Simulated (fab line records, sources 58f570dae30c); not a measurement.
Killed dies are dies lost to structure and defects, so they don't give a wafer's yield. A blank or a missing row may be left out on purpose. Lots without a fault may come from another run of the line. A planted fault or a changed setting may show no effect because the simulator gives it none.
Chamber matching | flow berkeley_cmos170 | UCB170_ACTIVE_ETCH_15 on rie_diel-04: 4 sister chambers
The step etches Si3N4 in CH3F/Ar/O2, stops on SiO2, target depth 242 nm, time 151 s. 7 wafers are shown with their chamber, then 7 later ones without.

WAFERS WITH THEIR CHAMBER
wafer  | chamber | throttle_valve_pct (%) | oes_product_au (a.u.)
L286.1 | 1       | 8.19                   | 0.940
L288.3 | 2       | 8.10                   | 0.954
L291.1 | 1       | 8.21                   | 0.941
L291.3 | 2       | 8.07                   | 0.952
L291.6 | 3       | 7.99                   | 0.982
L296.1 | 3       | 7.99                   | 0.968
L296.2 | 0       | 8.00                   | 0.960

WAFERS WITHOUT THEIR CHAMBER
wafer  | throttle_valve_pct (%) | oes_product_au (a.u.)
L296.3 | 8.21                   | 0.953
L299.1 | 8.21                   | 0.940
L299.2 | 8.01                   | 0.973
L299.6 | 8.11                   | 0.952
L308.2 | 8.02                   | 0.955
L308.3 | 8.10                   | 0.946
L308.5 | 8.01                   | 0.959

WHICH CHAMBER EACH WENT THROUGH
wafer  | from the rows above     | in truth
L296.3 | 1                       | 1
L299.1 | 1                       | 1
L299.2 | can't be placed: 3 or 0 | 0
L299.6 | 2                       | 2
L308.2 | 0                       | 0
L308.3 | 2                       | 2
L308.5 | 0                       | 0
Placed correctly: 6 of 7. Can't be placed from these rows: 1 (the true chamber is among the candidates in 1). Placed wrongly: 0.
How it was worked out, from the rows above alone: a wafer's distance from a chamber is the root of the sum, over the readings, of the square of ((its reading less the chamber's mean) divided by the reading's scatter). The wafer belongs to the nearest chamber; if the next one is less than 2 further off, it can't be placed. A chamber's mean is the mean of its shown wafers. The scatter: the root of (the sum of the squares of (reading less its chamber's mean) over the shown wafers, divided by (wafers less chambers)).
